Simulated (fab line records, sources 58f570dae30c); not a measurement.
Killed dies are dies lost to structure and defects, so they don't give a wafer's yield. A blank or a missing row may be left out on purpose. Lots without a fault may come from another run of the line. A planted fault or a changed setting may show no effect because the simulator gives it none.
Problem report in the 8D (eight disciplines) form, filled by code | flow berkeley_cmos170 | the parts of the form that need people (team, actions taken, sign-off) are left out

1. THE PROBLEM
beam_energy_keV at UCB170_PSD_IMPLANT_08 reads a mean of 20.223 on 9 wafers of 3 lots; wafers without a fault read 20.001 with a standard deviation of 0.0069. That is +32 standard deviations from the usual mean.
First seen on wafer L314.2, day 9 20:14, on implanter-03. The record holds 21 wafers of 7 lots with a number at this step. Rule for "out", or "out of limits": more than 4 standard deviations from the usual mean. The other wafers with a number count as sound.

2. WHAT IT IS AND WHAT IT IS NOT
question                    | is                     | is not
which readings at this step | beam_energy_keV        | -
which lots                  | L314, L315, L318       | L307, L310, L317, L322
which wafers of those lots  | all that have a number | -
read on which tools         | implanter-03           | implanter-01, implanter-02
when                        | from day 9 20:14       | up to then (6 sound wafers); but 6 sound wafers of L317, L322 came after

3. SUSPECTS, AND WHAT RULES EACH OUT
Counting: a tool at a process step up to the reading stays a suspect if it ran every lot that is out and no sound lot after the first of them.
- implanter-03 at UCB170_PSD_IMPLANT_08: kept. It ran every lot that is out, first L314 (day 9 20:14), and no sound lot after that; its last sound lot up to then is L310 (day 9 05:07). Its own readings are out on those wafers: beam_energy_keV.
Left after counting: implanter-03 at UCB170_PSD_IMPLANT_08.

4. THE CAUSE (what the simulator had put in)
Process parameter drift: implanter-03, from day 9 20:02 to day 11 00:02, at UCB170_PSD_IMPLANT_08. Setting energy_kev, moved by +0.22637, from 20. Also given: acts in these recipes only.
Counting left only this tool.

5. THE CHAIN OF EFFECTS, in route order
Each row: a reading whose mean over the struck wafers that have a number lies more than 3 standard deviations from the usual. Only readings for which the record gives a usual standard deviation are gone through. hours: the time from each lot's start at the first step in this table that gives one to its start at this step, as a median over the lots. sigmas: the change in usual standard deviations.
hours | step                  | reading         | usual  | on struck wafers | change | sigmas
0     | UCB170_PSD_IMPLANT_08 | beam_energy_keV | 20.001 | 20.223           | +0.222 | +32
The process steps in it:
- UCB170_PSD_IMPLANT_08

6. WHAT WOULD HAVE CAUGHT IT SOONER
In this record the first reading out of limits was taken at day 9 20:14, 0 hours after the fault began at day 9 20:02.
